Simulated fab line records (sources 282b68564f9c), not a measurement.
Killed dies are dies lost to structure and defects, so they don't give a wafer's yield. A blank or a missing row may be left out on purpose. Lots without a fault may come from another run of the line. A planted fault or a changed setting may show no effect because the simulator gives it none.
The tool behind it: which one? | flow ritCmos | 39 wafers from 13 lots sampled at 3 of the route's 202 steps

== WHAT THE GAUGES READ, wafer by wafer ==
RIT_M1_RS_MEAS_01: a four-point-probe measurement.
lot  | measured    | on           | M1_AL_RS (ohm/sq)
L205 | day 3 05:57 | filmMetro-02 | 0.0741 0.0742 0.0747
L207 | day 3 17:34 | filmMetro-02 | 0.0738 0.0737 0.0737
L208 | day 3 22:14 | filmMetro-04 | 0.0740 0.0741 0.0739
L209 | day 4 02:26 | filmMetro-02 | 0.0734 0.0736 0.0732
L210 | day 4 07:32 | filmMetro-02 | 0.0738 0.0735 0.0735
L211 | day 4 10:52 | filmMetro-04 | 0.0725 0.0723 0.0724
L215 | day 5 07:01 | filmMetro-03 | 0.0735 0.0757 0.0762
L220 | day 6 12:48 | filmMetro-04 | 0.0740 0.0744 0.0737
L221 | day 6 13:13 | filmMetro-02 | 0.0738 0.0738 0.0745
L223 | day 7 05:24 | filmMetro-02 | 0.0744 0.0745 0.0749
L225 | day 7 13:26 | filmMetro-04 | 0.0740 0.0740 0.0742
L226 | day 7 17:11 | filmMetro-02 | 0.0731 0.0730 0.0733
L227 | day 7 18:56 | filmMetro-04 | 0.0744 0.0741 0.0740

RIT_M1_THK_MEAS_02: measures by xrf.
lot  | measured    | on           | M1_AL_THK (nm)
L205 | day 3 06:02 | filmMetro-02 | 393 392 389
L207 | day 3 17:40 | filmMetro-02 | 396 396 395
L208 | day 3 22:22 | filmMetro-04 | 394 393 394
L209 | day 4 02:32 | filmMetro-02 | 396 395 396
L210 | day 4 07:38 | filmMetro-02 | 393 396 394
L211 | day 4 10:58 | filmMetro-04 | 397 403 405
L215 | day 5 07:08 | filmMetro-03 | 397 382 380
L220 | day 6 12:55 | filmMetro-04 | 393 389 395
L221 | day 6 13:19 | filmMetro-02 | 394 397 391
L223 | day 7 05:31 | filmMetro-02 | 391 393 390
L225 | day 7 13:33 | filmMetro-04 | 394 394 393
L226 | day 7 17:19 | filmMetro-02 | 399 400 398
L227 | day 7 19:03 | filmMetro-04 | 393 392 395

== EACH LOT AND THE TOOL THAT RAN IT (in order: tool; ch and the chambers of the sampled wafers; start) ==
lot  | RIT_M1_SPUTTER_00
L205 | pvdSputter-02, day 3 05:35
L207 | pvdSputter-02, day 3 17:15
L208 | pvdSputter-03, day 3 21:57
L209 | pvdSputter-04, day 4 02:07
L210 | pvdSputter-02, day 4 07:12
L211 | pvdSputter-04, day 4 10:33
L215 | pvdSputter-04, day 5 06:44
L220 | pvdSputter-02, day 6 12:31
L221 | pvdSputter-03, day 6 12:52
L223 | pvdSputter-02, day 7 05:05
L225 | pvdSputter-02, day 7 13:08
L226 | pvdSputter-03, day 7 16:54
L227 | pvdSputter-02, day 7 18:38
- RIT_M1_SPUTTER_00: material Al, target thk 400 nm, time 500 s.

== AS READ BY THE TOOLS THEMSELVES (means over the sampled wafers that have a number; for cases with no such wafer, the mark the record gives instead) ==
RIT_M1_SPUTTER_00.
lot  | tool          | throttleValvePct (%)
L205 | pvdSputter-02 | 30.5
L207 | pvdSputter-02 | 30.3
L208 | pvdSputter-03 | 29.3
L209 | pvdSputter-04 | 30.3
L210 | pvdSputter-02 | 30.4
L211 | pvdSputter-04 | 29.8
L215 | pvdSputter-04 | 29.9
L220 | pvdSputter-02 | 30.1
L221 | pvdSputter-03 | 29.3
L223 | pvdSputter-02 | 30.7
L225 | pvdSputter-02 | 30.4
L226 | pvdSputter-03 | 29.7
L227 | pvdSputter-02 | 30.4

== THE ANSWER, worked out from the rows above alone ==
Rule: usual is defined by the lots themselves. The widest of any qualifying gaps counts: lots, ordered by their means at a reading, are off when they make up no more than a third of the lots, leave a main group of 4 or more, and stand apart from it by 3 or more times the standard deviation of that group's means. A main group is skipped when, at the precision printed for the reading in the tables above, its means are all equal. A lot without any number at a reading at which 4 lots or more have one is off too. Any other lot the step has rows for is counted as sound. After the gauges, taken in route order, come the tools' own readings; for these a lot's mean is taken, as printed above. The first step at which some lot is off is used, and at that step the reading that is off furthest; a lot without a number counts as furthest.
Across all readings shown, no lot is off: no conclusion can be drawn from this.

== WHAT THE SIMULATOR PUT IN ==
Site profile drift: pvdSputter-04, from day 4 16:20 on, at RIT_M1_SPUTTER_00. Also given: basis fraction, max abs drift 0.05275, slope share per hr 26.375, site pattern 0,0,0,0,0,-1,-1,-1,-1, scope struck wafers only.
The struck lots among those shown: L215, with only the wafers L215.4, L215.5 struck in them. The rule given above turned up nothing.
